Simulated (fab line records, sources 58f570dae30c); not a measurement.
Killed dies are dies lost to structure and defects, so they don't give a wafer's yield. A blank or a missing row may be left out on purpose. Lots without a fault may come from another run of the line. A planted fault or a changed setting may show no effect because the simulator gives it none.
One fault seen from 2 desks | flow berkeley_cmos170 | each desk has only its own numbers; what lay behind them comes last

THE TOOL OWNER'S DESK: rie_diel-03
The tool's own readings at UCB170_ACTIVE_ETCH_15 (etches Si3N4 in CH3F/Ar/O2, stops on SiO2, target depth 242 nm, time 151 s): means of the sampled wafers that have a number, for each lot that ran on this tool. A lot is out of limits, marked OUT, if its mean lies more than 4 standard deviations from the usual mean; the brackets give that distance.
Columns: A = CH3F_flow_sccm at UCB170_ACTIVE_ETCH_15, usual 20.00 sccm; B = chamber_pressure_mTorr at UCB170_ACTIVE_ETCH_15, usual 49.99 mTorr; C = drypump_motor_current_A at UCB170_ACTIVE_ETCH_15, usual 5.9 A; D = oes_product_au at UCB170_ACTIVE_ETCH_15, usual 0.936 a.u.; E = throttle_valve_pct at UCB170_ACTIVE_ETCH_15, usual 7.98 %
lot  | first seen here | A     | B     | C   | D     | E
L729 | day 4 14:05     | 20.01 | 49.99 | 5.4 | 0.938 | 7.97
L730 | day 5 08:16     | 20.08 | 49.99 | 5.2 | 0.932 | 7.95
L736 | day 6 05:54     | 19.94 | 49.99 | 5.4 | 0.935 | 7.92
L739 | day 6 15:22     | 19.98 | 49.99 | 5.4 | 0.936 | 7.97
L748 | day 8 19:12     | 19.99 | 50.02 | 5.3 | 0.949 | 7.92
L749 | day 9 03:19     | 20.05 | 50.01 | 5.1 | 0.937 | 8.09
This desk's finding: nothing out of limits on any of the 6 lots.

THE METROLOGY DESK
What the gauges read, lot by lot, whatever tool the lot ran on: means of the sampled wafers that have a number. A lot is out of limits, marked OUT, if its mean lies more than 4 standard deviations from the usual mean; the brackets give that distance.
Columns: A = PWELL_OVL at UCB170_PWELL_OVL_MEAS_13, usual 0 nm; B = ACTIVE_OXIDE_THK at UCB170_ACTIVE_THK_MEAS_03, usual 26.3 nm; C = SCREENOX_OXIDE_THK at UCB170_SCREENOX_THK_MEAS_02, usual 14.37 nm
lot  | first seen here | A   | B    | C
L729 | day 3 09:04     | 3   | 25.6 | 14.08
L731 | day 3 20:08     | 5   | 26.8 | 14.40
L730 | day 3 20:20     | -3  | 26.2 | 14.60
L733 | day 4 05:15     | -2  | 26.3 | 14.16
L736 | day 5 02:07     | -3  | 26.6 | 14.19
L737 | day 5 02:07     | -2  | 26.2 | 14.19
L735 | day 5 02:17     | -6  | 25.8 | 14.07
L738 | day 5 10:27     | -3  | 26.7 | 14.06
L739 | day 5 11:28     | -10 | 26.2 | 14.30
L741 | day 6 04:43     | 1   | 25.7 | 14.59
L748 | day 7 07:45     | 2   | 26.3 | 14.43
L749 | day 7 16:41     | -3  | 26.5 | 14.20
L751 | day 7 22:11     | 5   | 26.8 | 14.46
L750 | day 7 22:44     | -7  | 26.7 | 14.50
This desk's finding: nothing out of limits on any of the 14 lots.

PUT TOGETHER
The tool owner's desk saw nothing out of limits.
The metrology desk saw nothing out of limits.

WHAT THE SIMULATOR HAD PUT IN
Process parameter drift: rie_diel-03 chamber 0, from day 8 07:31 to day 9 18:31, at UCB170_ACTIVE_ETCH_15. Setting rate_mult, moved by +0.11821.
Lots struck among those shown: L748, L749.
